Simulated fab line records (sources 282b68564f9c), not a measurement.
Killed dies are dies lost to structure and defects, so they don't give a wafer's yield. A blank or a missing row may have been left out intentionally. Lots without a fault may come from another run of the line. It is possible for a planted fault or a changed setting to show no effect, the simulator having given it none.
fab line records	flow rit_cmos
record: lots: 5	wafers: 15	last_day: 7
route steps=202 shown GATE@83 REOX@98 NLDD@103 PLDD@114 M1@202
lots that met no fault: from a run of the same line without faults
start_h: start of the lot's first displayed wafer, in hours after the record's first day	wait_h: hours elapsed since this lot's preceding step	" unchanged from the row above	L1.1+2: several wafers, shown together as one row	- no value present, or no start provided	* or withheld: withheld	< > ~ a bound
route shown NAME@n: NAME is a module with steps in the file, n the number in the route of the first one	usual: mean/standard deviation of fault-free wafers	same: alike in all rows	chamber/n: place in a boat	sites: the reading at each site	_std_site: the values' standard deviation	_edge_site: the outer-site mean with the inner-site mean subtracted	radius_mm: for every site, how far away it sits from the centre of the wafer	mask NAME#n: copy n	behind: the last tool/chamber to shape the wafer	hold: why the lot was held/for how many hours/how that ended	device: which transistor (n, p or np) failed to switch	end of line: at the end of the route, the tests of the same wafers	a step without rows: its recipe alone	killed: dies that structure and defects cost at the first sort, which is not the same as the wafer's yield	map: a wafer's dies, x killed, . not, _ none there
set.NAME: setting as actually run; set.NAME@STEP: the setting as run at that earlier step	model.NAME: the simulator's own value behind a step, which no gauge read
lots at some steps of the route; a table a step, a row a wafer
== steps ==
step: RIT_GATE_THK_MEAS_07
recipe: reads: SiO2_of_GATE_OXIDATION_05
usual: GATE_OXIDE_THK: 3.04/0.063
lot.wafer	tool	chamber	start_h	wait_h	GATE_OXIDE_THK[nm]
L696.2	film_metro-03	-	81.00	0.0	3.12
L696.3	"	-	"	"	3.08
L696.4	"	-	"	"	3.05
L697.1	film_metro-02	-	83.04	0.0	2.96
L697.2	"	-	"	"	2.96
L697.6	"	-	"	"	2.98
L699.1	film_metro-01	-	94.83	0.0	2.94
L699.2	"	-	"	"	3.09
L699.5	"	-	"	"	3.08
L706.2	film_metro-02	-	130.94	0.0	3.04
L706.4	"	-	"	"	3.04
L706.5	"	-	"	"	3.11
L711.1	film_metro-03	-	153.38	0.0	3.11
L711.3	"	-	"	"	3.07
L711.6	"	-	"	"	2.97
step: RIT_GATE_CVD_08
recipe: material: poly-Si	target_thk_nm: 250	temp_c: 610	precursor: SiH4	time_s: 2220	pressure_mtorr: 300	sih4_flow_sccm: 100
step: RIT_GATE_THK_MEAS_09
recipe: reads: poly-Si_of_GATE_CVD_08
usual: GATE_POLY_THK: 250.4/2.5
lot.wafer	tool	chamber	start_h	wait_h	GATE_POLY_THK[nm]
L696.2	film_metro-02	-	82.68	0.0	251.9
L696.3	"	-	"	"	252.5
L696.4	"	-	"	"	253.0
L697.1	film_metro-02	-	86.08	0.0	247.8
L697.2	"	-	"	"	250.0
L697.6	"	-	"	"	247.5
L699.1	film_metro-02	-	96.51	0.0	250.7
L699.2	"	-	"	"	250.5
L699.5	"	-	"	"	253.6
L706.2	film_metro-03	-	132.62	0.0	253.3
L706.4	"	-	"	"	251.9
L706.5	"	-	"	"	252.3
L711.1	film_metro-02	-	155.05	0.0	251.1
L711.3	"	-	"	"	252.1
L711.6	"	-	"	"	254.2
step: RIT_GATE_HMDS_10
recipe: prime_time_s: 60	prime_temp_c: 140
step: RIT_GATE_COAT_11
recipe: resist: NOVOLAK	spin_rpm: 4250	resist_thk_nm: 850
step: RIT_GATE_SOFTBAKE_12
recipe: resist: NOVOLAK	temp_c: 90	time_s: 60
step: RIT_GATE_EXPOSE_13
recipe: mask_id: M6	na: 0.6	source_shape: conventional	sigma_outer: 0.6	target_cd_nm: 150	dose_mj: 380
step: RIT_GATE_PEB_14
recipe: resist: NOVOLAK	temp_c: withheld	time_s: withheld
step: RIT_GATE_DEVELOP_15
recipe: resist: NOVOLAK	develop_time_s: 50	dev_temp_c: 23
step: RIT_GATE_CD_MEAS_16
recipe: target_cd_nm: 150
usual: cd_nm: 148.9/2.2
lot.wafer	tool	chamber	start_h	wait_h	cd_nm
L696.2	cd_sem-02	-	83.83	-	150.8
L696.3	"	-	"	"	150.9
L696.4	"	-	"	"	149.8
L697.1	cd_sem-01	-	86.99	-	147.5
L697.2	"	-	"	"	147.5
L697.6	"	-	"	"	146.1
L699.1	cd_sem-02	-	97.58	-	150.9
L699.2	"	-	"	"	149.0
L699.5	"	-	"	"	149.0
L706.2	cd_sem-01	-	133.58	-	150.3
L706.4	"	-	"	"	149.4
L706.5	"	-	"	"	150.9
L711.1	cd_sem-02	-	156.09	-	150.8
L711.3	"	-	"	"	150.6
L711.6	"	-	"	"	149.6
step: RIT_GATE_OVL_MEAS_17
usual: GATE_OVL: -0.3/1.5
lot.wafer	tool	chamber	start_h	wait_h	GATE_OVL[nm]
L696.2	overlay-01	-	83.94	0.1	-1.3
L696.3	"	-	"	"	2.8
L696.4	"	-	"	"	0.6
L697.1	overlay-02	-	87.11	0.1	-1.2
L697.2	"	-	"	"	-2.2
L697.6	"	-	"	"	0.8
L699.1	overlay-02	-	97.70	0.1	-4.5
L699.2	"	-	"	"	-4.2
L699.5	"	-	"	"	-3.6
L706.2	overlay-01	-	133.69	0.1	-0.1
L706.4	"	-	"	"	-0.3
L706.5	"	-	"	"	-1.3
L711.1	overlay-01	-	156.21	0.1	1.4
L711.3	"	-	"	"	0.1
L711.6	"	-	"	"	0.4
step: RIT_GATE_HARDBAKE_18
recipe: resist: NOVOLAK	temp_c: 140	time_s: 60
step: RIT_GATE_ETCH_19
recipe: chemistry: SF6/CHF3/O2	time_s: 165	SF6_flow_sccm: 30	CHF3_flow_sccm: 30	O2_flow_sccm: 5	target: poly-Si	pressure_mtorr: 40	rf_w: 160	target_depth_a: 3125	over_etch_frac: 0.25	stop_on: SiO2
usual: drypump_motor_current_A: 5.8/0.53	oes_product_au: 0.850/0.01	throttle_valve_pct: 10.27/0.2
lot.wafer	tool	chamber	start_h	wait_h	drypump_motor_current_A	oes_product_au	rf_hours_counter_h	throttle_valve_pct
L696.2	rie_si-02	0	84.25	0.1	5.0	0.855	1	10.40
L696.3	"	1	"	"	6.0	0.851	130	10.13
L696.4	"	1	"	"	6.0	0.854	-	10.11
L697.1	rie_si-01	1	87.49	0.1	6.5	0.838	73	10.43
L697.2	"	0	"	"	6.2	0.841	51	10.53
L697.6	"	3	"	"	6.0	0.833	-	10.27
L699.1	rie_si-01	1	97.88	0.1	6.5	0.852	73	10.42
L699.2	"	0	"	"	6.2	0.838	51	10.54
L699.5	"	1	"	"	6.4	0.860	-	10.41
L706.2	rie_si-02	2	133.87	0.1	5.2	0.866	114	9.95
L706.4	"	3	"	"	6.4	0.840	4	10.49
L706.5	"	1	"	"	6.0	0.853	-	10.11
L711.1	rie_si-01	0	156.39	0.1	6.2	0.852	51	10.53
L711.3	"	1	"	"	6.5	0.845	73	10.40
L711.6	"	3	"	"	6.0	0.850	-	10.27
step: RIT_GATE_STRIP_20
recipe: chemistry: O2	time_s: 180	resist: NOVOLAK	platen_temp_c: withheld	power_w: 500	pressure_mtorr: 4000	o2_flow_sccm: 4000
usual: drypump_motor_current_A: 6.0/0.44
lot.wafer	tool	chamber	start_h	wait_h	drypump_motor_current_A	rf_hours_counter_h
L696.2	plasma_asher-03	1	84.36	0.1	5.4	41
L696.3	"	0	"	"	5.9	-
L696.4	"	1	"	"	5.4	-
L697.1	plasma_asher-03	1	87.60	0.1	5.4	42
L697.2	"	0	"	"	5.9	42
L697.6	"	0	"	"	5.9	-
L699.1	plasma_asher-03	1	97.99	0.1	5.4	44
L699.2	"	0	"	"	5.9	44
L699.5	"	1	"	"	5.5	-
L706.2	plasma_asher-03	1	133.98	0.1	5.5	48
L706.4	"	0	"	"	5.9	-
L706.5	"	1	"	"	5.5	-
L711.1	plasma_asher-03	0	156.50	0.1	5.9	51
L711.3	"	1	"	"	5.5	-
L711.6	"	0	"	"	5.9	-
step: RIT_GATE_CD_MEAS_90
recipe: target_cd_nm: 150
usual: cd_nm: 148.9/2.3
lot.wafer	tool	chamber	start_h	wait_h	cd_nm
L696.2	cd_sem-01	-	84.56	0.1	151.1
L696.3	"	-	"	"	151.5
L696.4	"	-	"	"	149.8
L697.1	cd_sem-01	-	87.77	0.1	147.0
L697.2	"	-	"	"	147.2
L697.6	"	-	"	"	145.8
L699.1	cd_sem-02	-	98.17	0.1	150.5
L699.2	"	-	"	"	148.9
L699.5	"	-	"	"	149.3
L706.2	cd_sem-01	-	134.17	0.1	150.0
L706.4	"	-	"	"	149.2
L706.5	"	-	"	"	150.4
L711.1	cd_sem-01	-	156.68	0.1	151.2
L711.3	"	-	"	"	150.9
L711.6	"	-	"	"	149.5
step: RIT_REOX_CLEAN_00
recipe: chemistry: SC1	mix: 3:3:50	time_s: 600	temp_c: 75
step: RIT_REOX_CLEAN_01
recipe: chemistry: dHF	dilution: 50:1	time_s: 30
step: RIT_REOX_CLEAN_02
recipe: chemistry: SC2	mix: 3:3:50	time_s: 600	temp_c: 75	dry: n2_spin
step: RIT_REOX_OXIDATION_03
recipe: temp_c: 900	ambient: O2	target_thk_a: 252	ox_time_s: 5580
step: RIT_REOX_THK_MEAS_04
recipe: reads: SiO2_of_REOX_OXIDATION_03
usual: REOX_OXIDE_THK: 25.2/0.41
lot.wafer	tool	chamber	start_h	wait_h	REOX_OXIDE_THK[nm]
L696.2	film_metro-03	-	88.40	0.0	24.8
L696.3	"	-	"	"	24.6
L696.4	"	-	"	"	24.6
L697.1	film_metro-01	-	91.56	0.0	26.0
L697.2	"	-	"	"	25.9
L697.6	"	-	"	"	26.2
L699.1	film_metro-04	-	101.70	0.0	25.3
L699.2	"	-	"	"	25.3
L699.5	"	-	"	"	25.1
L706.2	film_metro-03	-	137.32	0.0	25.4
L706.4	"	-	"	"	25.4
L706.5	"	-	"	"	25.8
L711.1	film_metro-03	-	160.66	0.0	26.0
L711.3	"	-	"	"	25.4
L711.6	"	-	"	"	25.5
step: RIT_NLDD_HMDS_00
recipe: prime_time_s: 60	prime_temp_c: 140
step: RIT_NLDD_COAT_01
recipe: resist: NOVOLAK	spin_rpm: 3250	resist_thk_nm: 1000
step: RIT_NLDD_SOFTBAKE_02
recipe: resist: NOVOLAK	temp_c: 90	time_s: 60
step: RIT_NLDD_EXPOSE_03
recipe: mask_id: M7	na: 0.57	target_cd_nm: 40700	dose_mj: 250
step: RIT_NLDD_PEB_04
recipe: resist: NOVOLAK	temp_c: withheld	time_s: withheld
step: RIT_NLDD_DEVELOP_05
recipe: resist: NOVOLAK	develop_time_s: 50	dev_temp_c: 23
step: RIT_NLDD_OVL_MEAS_06
usual: NLDD_OVL: -0.2/1.2
lot.wafer	tool	chamber	start_h	wait_h	NLDD_OVL[nm]
L696.2	overlay-02	-	89.31	-	0.5
L696.3	"	-	"	"	-0.7
L696.4	"	-	"	"	1.2
L697.1	overlay-01	-	92.65	-	-1.1
L697.2	"	-	"	"	0.5
L697.6	"	-	"	"	0.2
L699.1	overlay-01	-	102.74	-	-0.2
L699.2	"	-	"	"	-0.9
L699.5	"	-	"	"	1.3
L706.2	overlay-02	-	138.23	-	-1.8
L706.4	"	-	"	"	-0.9
L706.5	"	-	"	"	1.0
L711.1	overlay-02	-	161.57	-	-0.2
L711.3	"	-	"	"	-0.4
L711.6	"	-	"	"	-0.6
step: RIT_NLDD_HARDBAKE_07
recipe: resist: NOVOLAK	temp_c: 140	time_s: 60
step: RIT_NLDD_IMPLANT_08
recipe: species: P	energy_kev: 20	dose_cm2: 5e+14	tilt_deg: 7
step: RIT_NLDD_STRIP_09
recipe: chemistry: O2	time_s: 180	resist: NOVOLAK	platen_temp_c: withheld	power_w: 500	pressure_mtorr: 4000	o2_flow_sccm: 4000
usual: drypump_motor_current_A: 5.68/0.21
lot.wafer	tool	chamber	start_h	wait_h	drypump_motor_current_A	rf_hours_counter_h
L696.2	plasma_asher-03	0	89.64	0.1	5.87	42
L696.3	"	1	"	"	5.42	-
L696.4	"	0	"	"	5.86	-
L697.1	plasma_asher-03	0	92.99	0.1	5.86	43
L697.2	"	1	"	"	5.44	43
L697.6	"	0	"	"	5.88	-
L699.1	plasma_asher-03	0	103.28	0.1	5.87	44
L699.2	"	1	"	"	5.44	44
L699.5	"	1	"	"	5.46	-
L706.2	plasma_asher-02	1	138.56	0.1	5.39	53
L706.4	"	0	"	"	5.80	-
L706.5	"	1	"	"	5.35	-
L711.1	plasma_asher-02	1	161.91	0.1	5.35	55
L711.3	"	0	"	"	5.79	-
L711.6	"	0	"	"	5.78	-
step: RIT_NLDD_TW_MEAS_10
usual: NLDD_TW: 2484/11
lot.wafer	tool	chamber	start_h	wait_h	NLDD_TW
L696.2	film_metro-03	-	89.83	0.1	2482
L696.3	"	-	"	"	2480
L696.4	"	-	"	"	2479
L697.1	film_metro-04	-	93.16	0.1	2473
L697.2	"	-	"	"	2468
L697.6	"	-	"	"	2476
L699.1	film_metro-03	-	103.46	0.1	2479
L699.2	"	-	"	"	2483
L699.5	"	-	"	"	2491
L706.2	film_metro-04	-	138.75	0.1	2482
L706.4	"	-	"	"	2488
L706.5	"	-	"	"	2485
L711.1	film_metro-02	-	162.08	0.1	2487
L711.3	"	-	"	"	2462
L711.6	"	-	"	"	2462
step: RIT_PLDD_HMDS_00
recipe: prime_time_s: 60	prime_temp_c: 140
step: RIT_PLDD_COAT_01
recipe: resist: NOVOLAK	spin_rpm: 3250	resist_thk_nm: 1000
step: RIT_PLDD_SOFTBAKE_02
recipe: resist: NOVOLAK	temp_c: 90	time_s: 60
step: RIT_PLDD_EXPOSE_03
recipe: mask_id: M8	na: 0.57	target_cd_nm: 40900	dose_mj: 250
step: RIT_PLDD_PEB_04
recipe: resist: NOVOLAK	temp_c: withheld	time_s: withheld
step: RIT_PLDD_DEVELOP_05
recipe: resist: NOVOLAK	develop_time_s: 50	dev_temp_c: 23
step: RIT_PLDD_OVL_MEAS_06
usual: PLDD_OVL: 0.0/1.4
lot.wafer	tool	chamber	start_h	wait_h	PLDD_OVL[nm]
L696.2	overlay-02	-	90.78	-	1.6
L696.3	"	-	"	"	0.0
L696.4	"	-	"	"	2.4
L697.1	overlay-01	-	94.15	-	1.7
L697.2	"	-	"	"	0.2
L697.6	"	-	"	"	1.2
L699.1	overlay-02	-	104.62	-	1.3
L699.2	"	-	"	"	0.2
L699.5	"	-	"	"	0.7
L706.2	overlay-02	-	139.78	-	1.7
L706.4	"	-	"	"	1.3
L706.5	"	-	"	"	2.3
L711.1	overlay-01	-	162.99	-	0.3
L711.3	"	-	"	"	0.3
L711.6	"	-	"	"	-0.2
step: RIT_PLDD_HARDBAKE_07
recipe: resist: NOVOLAK	temp_c: 140	time_s: 60
step: RIT_PLDD_IMPLANT_08
recipe: species: BF2	energy_kev: 20	dose_cm2: 9e+14	tilt_deg: 7
step: RIT_PLDD_STRIP_09
recipe: chemistry: O2	time_s: 180	resist: NOVOLAK	platen_temp_c: withheld	power_w: 500	pressure_mtorr: 4000	o2_flow_sccm: 4000
usual: drypump_motor_current_A: 6.0/0.47
lot.wafer	tool	chamber	start_h	wait_h	drypump_motor_current_A	rf_hours_counter_h
L696.2	plasma_asher-04	1	91.11	0.1	6.7	31
L696.3	"	1	"	"	6.7	-
L696.4	"	0	"	"	6.4	-
L697.1	plasma_asher-04	1	94.48	0.1	6.7	32
L697.2	"	0	"	"	6.4	32
L697.6	"	1	"	"	6.7	-
L699.1	plasma_asher-02	0	104.96	0.1	5.8	49
L699.2	"	1	"	"	5.4	49
L699.5	"	1	"	"	5.4	-
L706.2	plasma_asher-02	0	140.11	0.1	5.8	53
L706.4	"	1	"	"	5.4	-
L706.5	"	1	"	"	5.4	-
L711.1	plasma_asher-04	1	163.33	0.1	6.7	40
L711.3	"	1	"	"	6.7	-
L711.6	"	1	"	"	6.7	-
step: RIT_PLDD_TW_MEAS_10
usual: PLDD_TW: 2339/11
lot.wafer	tool	chamber	start_h	wait_h	PLDD_TW
L696.2	film_metro-04	-	91.29	0.1	2333
L696.3	"	-	"	"	2314
L696.4	"	-	"	"	2336
L697.1	film_metro-03	-	94.66	0.1	2333
L697.2	"	-	"	"	2344
L697.6	"	-	"	"	2335
L699.1	film_metro-02	-	105.13	0.1	2354
L699.2	"	-	"	"	2350
L699.5	"	-	"	"	2351
L706.2	film_metro-02	-	140.29	0.1	2343
L706.4	"	-	"	"	2352
L706.5	"	-	"	"	2353
L711.1	film_metro-04	-	163.50	0.1	2333
L711.3	"	-	"	"	2340
L711.6	"	-	"	"	2322
step: RIT_M1_PROBE_99
usual: killed_at_front_end: 7.3/2.8	killed_dies: 7.3/2.8	killed_open: 3.8/1.9	killed_short: 3.5/1.8
same: gross_dies: 264	killed_at_M0_to_M3: 0	killed_at_M4_up: 0	killed_at_back_side: 0	killed_at_contacts: 0	killed_at_other: 0
lot.wafer	tool	chamber	start_h	wait_h	killed_at_front_end	killed_dies	killed_open	killed_short
L696.2	prober-01	-	105.95	0.1	11	11	4	7
L696.3	prober-01	-	106.00	0.2	10	10	4	6
L696.4	prober-01	-	106.05	0.2	6	6	2	4
L697.1	prober-02	-	108.58	0.1	9	9	4	5
L697.2	prober-02	-	108.63	0.1	10	10	5	5
L697.6	prober-02	-	108.83	0.2	7	7	5	2
L699.1	prober-02	-	118.82	0.1	9	9	4	5
L699.2	prober-02	-	118.87	0.1	5	5	3	2
L699.5	prober-02	-	119.02	0.2	8	8	2	6
L706.2	prober-01	-	154.14	0.1	6	6	5	1
L706.4	prober-01	-	154.24	0.2	43	43	7	8
L706.5	prober-01	-	154.29	0.2	8	8	3	5
L711.1	prober-02	-	176.64	0.1	3	3	0	3
L711.3	prober-02	-	176.74	0.2	6	6	4	2
L711.6	prober-02	-	176.89	0.2	7	7	3	4
killed by level:class
L696.2 FOX1:geometric_particle:short=3 FOX1:geometric_particle:open=3 FOX2:geometric_particle:short=2 SILICIDE:geometric_particle:short=2 GATE:geometric_particle:open=1
L696.3 SILICIDE:geometric_particle:short=3 GATE:geometric_particle:short=2 SILICIDE:geometric_particle:open=2 FOX1:geometric_particle:open=1 FOX1:geometric_particle:short=1 FOX2:geometric_particle:open=1
L696.4 FOX1:geometric_particle:open=2 FOX1:geometric_particle:short=1 GATE:geometric_particle:short=1 REOX:geometric_particle:short=1 SPACER:geometric_particle:short=1
L697.1 GATE:geometric_particle:short=4 GATE:geometric_particle:open=2 FOX1:geometric_particle:open=1 REOX:geometric_particle:short=1 SILICIDE:geometric_particle:open=1
L697.2 SILICIDE:geometric_particle:open=3 GATE:geometric_particle:short=2 SPACER:geometric_particle:short=2 GATE:geometric_particle:open=1 SPACER:geometric_particle:open=1 SILICIDE:geometric_particle:short=1
L697.6 SPACER:geometric_particle:open=2 SILICIDE:geometric_particle:open=2 FOX2:geometric_particle:open=1 GATE:geometric_particle:short=1 SPACER:geometric_particle:short=1
L699.1 SILICIDE:geometric_particle:short=3 GATE:geometric_particle:short=2 FOX1:geometric_particle:open=1 GATE:geometric_particle:open=1 REOX:geometric_particle:open=1 SILICIDE:geometric_particle:open=1
L699.2 GATE:geometric_particle:open=2 GATE:geometric_particle:short=1 SPACER:geometric_particle:short=1 SILICIDE:geometric_particle:open=1
L699.5 GATE:geometric_particle:short=2 REOX:geometric_particle:short=2 GATE:geometric_particle:open=1 REOX:geometric_particle:open=1 SPACER:geometric_particle:short=1 SILICIDE:geometric_particle:short=1
L706.2 GATE:geometric_particle:open=2 SPACER:geometric_particle:open=2 FOX2:geometric_particle:open=1 GATE:geometric_particle:short=1
L706.4 GATE:unspecified=28 REOX:geometric_particle:short=4 GATE:geometric_particle:short=3 SPACER:geometric_particle:open=3 GATE:geometric_particle:open=2 SILICIDE:geometric_particle:open=2 SPACER:geometric_particle:short=1
L706.5 GATE:geometric_particle:open=2 FOX1:geometric_particle:short=1 FOX2:geometric_particle:short=1 FOX2:geometric_particle:open=1 REOX:geometric_particle:short=1 SPACER:geometric_particle:short=1 SILICIDE:geometric_particle:short=1
L711.1 GATE:geometric_particle:short=3
L711.3 GATE:geometric_particle:open=3 FOX1:geometric_particle:short=2 SILICIDE:geometric_particle:open=1
L711.6 FOX1:geometric_particle:open=2 GATE:geometric_particle:short=2 FOX1:geometric_particle:short=1 SPACER:geometric_particle:short=1 SILICIDE:geometric_particle:open=1
map L706.4 (x killed, . not)
________......._______
_____.x..x.....x..____
____....x.....x....___
___.................__
__.x.............x..._
__...x..............._
_..x......x......x....
_....xxx.x............
_..xxxxxx...........x.
_..xxxxxx..x..........
__.xxxxxxx..........._
__..xxxxx............_
___...x...x.........__
____...............___
_____.............____
________......._______
map L696.2 (x killed, . not)
________......._______
_____.............____
____....x..........___
___......x..........__
__................x.._
__..x........x......._
_.......x.............
_...........x...x.....
_......x..............
_.....................
__.....x............._
__..................._
___.................__
____...............___
_____...x.........____
________......._______
== key ==
first_sign: step: RIT_M1_PROBE_99	reading: killed_at_front_end	direction: up	sigmas: 13	usual: 7.3	struck: 43
effect: step: RIT_M1_PROBE_99	reading: killed_dies	direction: up	sigmas: 13	usual: 7.3	struck: 43
met_at RIT_GATE_ETCH_19
struck_wafers L706.4
tester_left_out L706
fault: kind: chamber_particle_source	tool: rie_si-02	chamber: 3	onset_h: 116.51	steps: RIT_GATE_ETCH_19	rate_per_visit_cm2: 0.66673	end_h: 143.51
tester_left_out: of these lots the tester's yield and bins aren't shown, on N5 and GAA mostly nor the transistor test; their killed dies are dies lost to structure and defects alone, not to doping, threshold or leakage, so they don't give the yield
